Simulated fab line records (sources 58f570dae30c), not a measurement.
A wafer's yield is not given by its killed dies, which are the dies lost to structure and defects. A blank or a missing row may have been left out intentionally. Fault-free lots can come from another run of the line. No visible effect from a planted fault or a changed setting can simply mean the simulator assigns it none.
2 desks looking at one fault    flow berkeley-cmos170    each desk holds nothing but its own numbers, with what lay behind them at the end

== TOOL OWNER'S DESK, implanter-01 ==
For each lot that ran on this tool, the mean over its sampled wafers that have a number, from the tool's own readings at UCB170_PVT_IMPLANT_07. A lot is out of limits, marked OUT, if its mean lies more than 4 standard deviations from the usual mean; the brackets give that distance.
Columns: A = beam-on-s at UCB170_PVT_IMPLANT_07, usual 9.98 s; B = faraday-current-uA at UCB170_PVT_IMPLANT_07, usual 6.35
lot   first seen here  A               B
L343  day 7 02:47      10.09           6.28
L349  day 7 10:47      9.99            6.36
L347  day 7 15:37      10.13           6.28
L357  day 9 01:26      7.65 (-13) OUT  8.30 (+18) OUT
L355  day 9 01:59      7.52 (-14) OUT  8.42 (+19) OUT
This desk's verdict: out of limits on L355, L357, starting with L357 at day 9 01:26 (beam-on-s at UCB170_PVT_IMPLANT_07). L343, L349, L347: within limits.

== METROLOGY DESK ==
What the gauges read, lot by lot, whatever tool the lot ran on: means of the sampled wafers that have a number. A lot is out of limits, marked OUT, if its mean lies more than 4 standard deviations from the usual mean; the brackets give that distance.
Columns: A = PVT_TW at UCB170_PVT_TW_MEAS_09, usual 507; B = M1_OVL at UCB170_M1_OVL_MEAS_10, usual 0 nm
lot   first seen here  A               B
L343  day 7 02:59      516             1
L346  day 7 03:14      500             4
L344  day 7 06:47      512             -0
L349  day 7 11:02      500             2
L347  day 7 15:51      513             -2
L351  day 8 00:11      504             11
L350  day 8 00:49      503             2
L354  day 8 10:25      511             0
L357  day 9 01:40      469 (-7.4) OUT  -3
L358  day 9 01:56      504             1
L355  day 9 02:15      471 (-7.1) OUT  0
L356  day 9 02:25      507             -6
L365  day 10 22:52     508             3
L364  day 10 23:15     501             6
Finding of this desk: L355, L357 out of limits, first seen on L357 at day 9 01:40 (PVT_TW at UCB170_PVT_TW_MEAS_09). L343, L346, L344, L349, L347, L351, L350, L354, L358, L356, L365, L364: within limits.

== BROUGHT TOGETHER ==
On L355, L357, at day 9 01:26, an alarm was possible from the tool owner's desk.
The metrology desk could have raised an alarm at day 9 01:40, on L355, L357.
Of the lots named, all ran UCB170_PVT_IMPLANT_07 on implanter-01.

== WHAT HAD BEEN PUT IN BY THE SIMULATOR ==
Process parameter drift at UCB170_PVT_IMPLANT_07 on implanter-01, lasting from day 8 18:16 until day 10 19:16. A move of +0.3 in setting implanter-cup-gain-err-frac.
Shown lots that were struck: L355, L357.
Time in hours from fault onset to the first out-of-limits reading at each desk: tool owner's desk 7, metrology desk 7.
